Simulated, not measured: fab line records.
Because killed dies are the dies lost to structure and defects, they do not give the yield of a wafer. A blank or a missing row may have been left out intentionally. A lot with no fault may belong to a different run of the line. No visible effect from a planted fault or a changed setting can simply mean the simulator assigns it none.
fab line records -- flow berkeley-cmos170
record lots=14, wafers=42, last-day=11
route steps=331 shown PWELL@36 GATE@139 SILICIDE@214 M1@240
lots that met no fault: taken from a fault-free run of the same line
start-h: start of the lot's first displayed wafer, in hours after the record's first day -- wait-h: time in hours since the lot's previous step -- " repeats the value in the row above -- L1.1+2: a row that stands for several wafers -- - no value present, or no start provided -- * or withheld: withheld -- < > ~ a bound
route shown NAME@n: a module of which the file shows steps, and the number in the route of the first -- usual: average and standard deviation across the fault-free wafers -- same: alike in all rows -- chamber/n: place in a boat -- sites: each site's reading -- _std_site: the values' standard deviation -- _edge_site: mean of outer sites minus mean of inner sites -- radius-mm: for every site, how far away it sits from the centre of the wafer -- mask NAME#n: copy n -- behind: the tool/chamber that last shaped the wafer -- hold: what put the lot on hold/how long, in hours/how the hold closed -- device: the n, p or np transistor that did not switch -- end of line: at the end of the route, the tests of the same wafers -- for a step that has no rows: nothing shown but its recipe -- killed: not the wafer's yield, but the dies lost to structure and defects at the first sort -- map: the dies of a wafer, with x for killed, . for not killed, _ for no die there
set.NAME: the run value of the setting; set.NAME@STEP: its run value at that earlier step -- model.NAME: the simulator's own value behind a step, which no gauge read
a sample of lots followed through the steps of the route, with each step as a table and each wafer as a row
services: from which hour (start-h, from the record's first day; less than 0 if before it) a tool's chamber was out of use, for how many hours, and why
## steps
# step UCB170_PWELL_OXIDATION_02
# recipe temp-c=1000, ambient=O2, target-thk-a=264, ox-time-s=1260
# usual ox-temp-c=1000.1/0.43, ox-temp-c-max=1006.1/1.1
lot.wafer,tool,chamber,start-h,wait-h,ox-temp-c,ox-temp-c-max
L427.2,furnace-03,0,48.34,1.6,999.3,1004.4
L427.4,furnace-03,0,48.34,1.6,1000.4,1006.4
L427.6,furnace-03,0,48.34,1.6,1000.4,1005.2
L428.3,furnace-03,0,48.34,1.3,999.8,1006.3
L428.4,furnace-03,0,48.34,1.3,999.8,1004.8
L428.5,furnace-03,0,48.34,1.3,999.2,1005.2
L431.1,furnace-01,0,55.11,1.2,1000.2,1005.8
L431.4,furnace-01,0,55.11,1.2,1000.2,1007.0
L431.5,furnace-01,0,55.11,1.2,1000.2,1005.3
L434.2,furnace-01,-,74.51,0.2,-,-
L434.3,furnace-01,-,74.51,0.2,-,-
L434.6,furnace-01,-,74.51,0.2,-,-
L435.2,furnace-01,-,80.11,2.4,-,-
L435.3,furnace-01,-,80.11,2.4,-,-
L435.6,furnace-01,-,80.11,2.4,-,-
L437.1,furnace-02,0,88.43,3.8,999.9,1005.6
L437.4,furnace-02,0,88.43,3.8,999.5,1005.1
L437.5,furnace-02,0,88.43,3.8,999.7,1006.2
L438.1,furnace-02,0,96.53,3.5,1000.4,1006.5
L438.3,furnace-02,0,96.53,3.5,999.8,1006.0
L438.4,furnace-02,0,96.53,3.5,1000.3,1007.4
L440.4,furnace-03,0,108.59,3.5,1001.0,1007.3
L440.5,furnace-03,0,108.59,3.5,1000.1,1005.7
L440.6,furnace-03,0,108.59,3.5,1000.6,1006.2
L441.4,furnace-01,0,117.41,3.7,1000.2,1007.9
L441.5,furnace-01,0,117.41,3.7,999.4,1006.2
L441.6,furnace-01,0,117.41,3.7,999.6,1005.7
L442.1,furnace-01,0,117.41,2.9,1000.1,1006.4
L442.3,furnace-01,0,117.41,2.9,1000.1,1005.9
L442.6,furnace-01,0,117.41,2.9,1000.1,1006.2
L443.1,furnace-03,0,126.73,6.0,999.6,1003.5
L443.4,furnace-03,0,126.73,6.0,1000.3,1004.6
L443.6,furnace-03,0,126.73,6.0,1000.2,1006.0
L444.1,furnace-03,0,126.73,6.0,1000.4,1004.9
L444.4,furnace-03,0,126.73,6.0,999.6,1004.9
L444.5,furnace-03,0,126.73,6.0,999.8,1005.2
L446.1,furnace-03,0,142.15,2.8,1000.7,1006.9
L446.3,furnace-03,0,142.15,2.8,1000.4,1004.7
L446.6,furnace-03,0,142.15,2.8,999.5,1005.7
L447.2,furnace-03,0,142.15,2.8,999.4,1004.2
L447.3,furnace-03,0,142.15,2.8,999.5,1004.0
L447.4,furnace-03,0,142.15,2.8,999.5,1004.7
# step UCB170_GATE_OVL_MEAS_13
# usual GATE_OVL=0/5.2
lot.wafer,tool,chamber,start-h,wait-h,GATE_OVL[nm]
L428.3,overlay-01,-,137.47,0.1,0
L428.4,overlay-01,-,137.47,0.1,5
L428.5,overlay-01,-,137.47,0.1,0
L427.2,overlay-02,-,137.58,0.1,-1
L427.4,overlay-02,-,137.58,0.1,2
L427.6,overlay-02,-,137.58,0.1,9
L431.1,overlay-01,-,150.46,0.1,-2
L431.4,overlay-01,-,150.46,0.1,-1
L431.5,overlay-01,-,150.46,0.1,0
L437.1,overlay-01,-,174.25,0.1,-3
L437.4,overlay-01,-,174.25,0.1,4
L437.5,overlay-01,-,174.25,0.1,0
L438.1,overlay-02,-,190.81,0.1,-10
L438.3,overlay-02,-,190.81,0.1,-9
L438.4,overlay-02,-,190.81,0.1,-4
L440.4,overlay-02,-,206.68,0.1,-7
L440.5,overlay-02,-,206.68,0.1,-2
L440.6,overlay-02,-,206.68,0.1,-9
L442.1,overlay-01,-,206.84,0.1,3
L442.3,overlay-01,-,206.84,0.1,0
L442.6,overlay-01,-,206.84,0.1,2
L444.1,overlay-02,-,207.11,0.1,-7
L444.4,overlay-02,-,207.11,0.1,-8
L444.5,overlay-02,-,207.11,0.1,-8
L441.4,overlay-01,-,207.67,0.1,4
L441.5,overlay-01,-,207.67,0.1,2
L441.6,overlay-01,-,207.67,0.1,2
L443.1,overlay-02,-,210.01,0.1,6
L443.4,overlay-02,-,210.01,0.1,4
L443.6,overlay-02,-,210.01,0.1,0
L446.1,overlay-01,-,225.04,0.1,-5
L446.3,overlay-01,-,225.04,0.1,-2
L446.6,overlay-01,-,225.04,0.1,2
L447.2,overlay-02,-,225.16,0.1,5
L447.3,overlay-02,-,225.16,0.1,8
L447.4,overlay-02,-,225.16,0.1,-3
# step UCB170_SILICIDE_RTA_04
# recipe temp-c=650, time-s=15, ambient=N2
# usual lamp-power-pct=10.2/0.38, wafer_temp_C_max=652.2/0.46
lot.wafer,tool,chamber,start-h,wait-h,lamp-power-pct,wafer_temp_C_max
L427.2,rtp-anneal-02,0,154.30,0.1,10.6,652.4
L427.4,rtp-anneal-02,0,154.30,0.1,10.6,653.3
L427.6,rtp-anneal-02,0,154.30,0.1,10.6,652.6
L428.3,rtp-anneal-01,0,154.85,0.1,9.9,651.2
L428.4,rtp-anneal-01,0,154.85,0.1,9.8,651.8
L428.5,rtp-anneal-01,0,154.85,0.1,9.8,652.6
L431.1,rtp-anneal-02,0,173.71,0.1,10.6,652.4
L431.4,rtp-anneal-02,0,173.71,0.1,10.6,651.9
L431.5,rtp-anneal-02,0,173.71,0.1,10.6,651.9
L437.1,rtp-anneal-01,0,190.28,0.1,9.9,652.1
L437.4,rtp-anneal-01,0,190.28,0.1,9.8,651.8
L437.5,rtp-anneal-01,0,190.28,0.1,9.9,652.0
L438.1,rtp-anneal-01,0,208.81,0.1,9.9,652.0
L438.3,rtp-anneal-01,0,208.81,0.1,9.8,652.7
L438.4,rtp-anneal-01,0,208.81,0.1,9.9,652.0
L444.1,rtp-anneal-02,0,222.57,0.0,10.6,652.0
L444.4,rtp-anneal-02,0,222.57,0.0,10.6,652.5
L444.5,rtp-anneal-02,0,222.57,0.0,10.6,652.5
L440.4,rtp-anneal-01,0,222.70,0.1,9.9,651.6
L440.5,rtp-anneal-01,0,222.70,0.1,9.8,651.8
L440.6,rtp-anneal-01,0,222.70,0.1,9.9,651.9
L442.1,rtp-anneal-02,0,223.06,0.1,10.6,651.9
L442.3,rtp-anneal-02,0,223.06,0.1,10.6,652.2
L442.6,rtp-anneal-02,0,223.06,0.1,10.6,652.3
L441.4,rtp-anneal-02,0,224.76,0.1,10.6,651.5
L441.5,rtp-anneal-02,0,224.76,0.1,10.6,652.4
L441.6,rtp-anneal-02,0,224.76,0.1,10.6,652.8
L443.1,rtp-anneal-02,0,225.22,0.1,10.6,651.2
L443.4,rtp-anneal-02,0,225.22,0.1,10.6,652.7
L443.6,rtp-anneal-02,0,225.22,0.1,10.6,652.1
L446.1,rtp-anneal-02,0,238.50,0.1,10.6,652.2
L446.3,rtp-anneal-02,0,238.50,0.1,10.6,652.5
L446.6,rtp-anneal-02,0,238.50,0.1,10.6,652.4
L447.2,rtp-anneal-01,0,238.51,0.1,9.9,651.7
L447.3,rtp-anneal-01,0,238.51,0.1,9.9,651.8
L447.4,rtp-anneal-01,0,238.51,0.1,9.9,651.8
# step UCB170_M1_THK_MEAS_02
# recipe thk-meas-gauge=xrf, reads=Al_of_M1_SPUTTER_00
# usual M1_AL_THK=589/7.3
lot.wafer,tool,chamber,start-h,wait-h,M1_AL_THK[nm]
L428.3,film-metro-03,-,160.66,0.1,587
L428.4,film-metro-03,-,160.66,0.1,589
L428.5,film-metro-03,-,160.66,0.1,582
L427.2,film-metro-03,-,161.04,0.1,597
L427.4,film-metro-03,-,161.04,0.1,602
L427.6,film-metro-03,-,161.04,0.1,593
L431.1,film-metro-02,-,183.41,0.1,596
L431.4,film-metro-02,-,183.41,0.1,593
L431.5,film-metro-02,-,183.41,0.1,595
L437.1,film-metro-04,-,196.17,0.1,587
L437.4,film-metro-04,-,196.17,0.1,589
L437.5,film-metro-04,-,196.17,0.1,586
L438.1,film-metro-04,-,216.87,0.1,586
L438.3,film-metro-04,-,216.87,0.1,584
L438.4,film-metro-04,-,216.87,0.1,592
L440.4,film-metro-02,-,227.98,0.1,604
L440.5,film-metro-02,-,227.98,0.1,604
L440.6,film-metro-02,-,227.98,0.1,600
L444.1,film-metro-04,-,228.50,0.1,595
L444.4,film-metro-04,-,228.50,0.1,587
L444.5,film-metro-04,-,228.50,0.1,582
L442.1,film-metro-03,-,228.69,0.1,592
L442.3,film-metro-03,-,228.69,0.1,594
L442.6,film-metro-03,-,228.69,0.1,590
L441.4,film-metro-03,-,231.17,0.1,581
L441.5,film-metro-03,-,231.17,0.1,585
L441.6,film-metro-03,-,231.17,0.1,571
L443.1,film-metro-04,-,231.29,0.1,585
L443.4,film-metro-04,-,231.29,0.1,594
L443.6,film-metro-04,-,231.29,0.1,591
L446.1,film-metro-03,-,244.62,0.1,595
L446.3,film-metro-03,-,244.62,0.1,580
L446.6,film-metro-03,-,244.62,0.1,583
L447.2,film-metro-03,-,245.17,0.1,588
L447.3,film-metro-03,-,245.17,0.1,585
L447.4,film-metro-03,-,245.17,0.1,580
## services
tool,chamber,start-h,hours,kind
furnace-01,-,81.46,16.4,pm
furnace-03,-,133.51,3.1,pm
furnace-02,-,184.95,3.0,pm
furnace-02,-,213.61,4.2,pm
## key
first-sign step=UCB170_PWELL_OXIDATION_02, reading=tool-record, direction=missing
effect none on later readings
met-at UCB170_PWELL_OXIDATION_02
struck-lots L434,L435
later-rows-left-out L434.2,L434.3,L434.6,L435.2,L435.3,L435.6
sort-left-out L434.2,L434.3,L434.6,L435.2,L435.3,L435.6
tester-left-out L434,L435
not-acting-at UCB170_GATE_OVL_MEAS_13,UCB170_SILICIDE_RTA_04,UCB170_M1_THK_MEAS_02
onset-between 55.11 74.51
fault kind=skipped-step-whole, tool=furnace-01, chamber=-, onset-h=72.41, steps=UCB170_PWELL_OXIDATION_02, scope=struck-lots-only
# tester-left-out: of these lots the tester's yield and bins aren't shown, on N5 and GAA mostly nor the transistor test; their killed dies are dies lost to structure and defects alone, not to doping, threshold or leakage, so they don't give the yield
# sort-left-out: the simulated sort isn't trusted on such a fault, so these wafers' sort isn't shown, and their yield isn't known
# later-rows-left-out: the simulator's readings of these wafers behind a module that went badly wrong aren't trusted and aren't shown, but for the sort
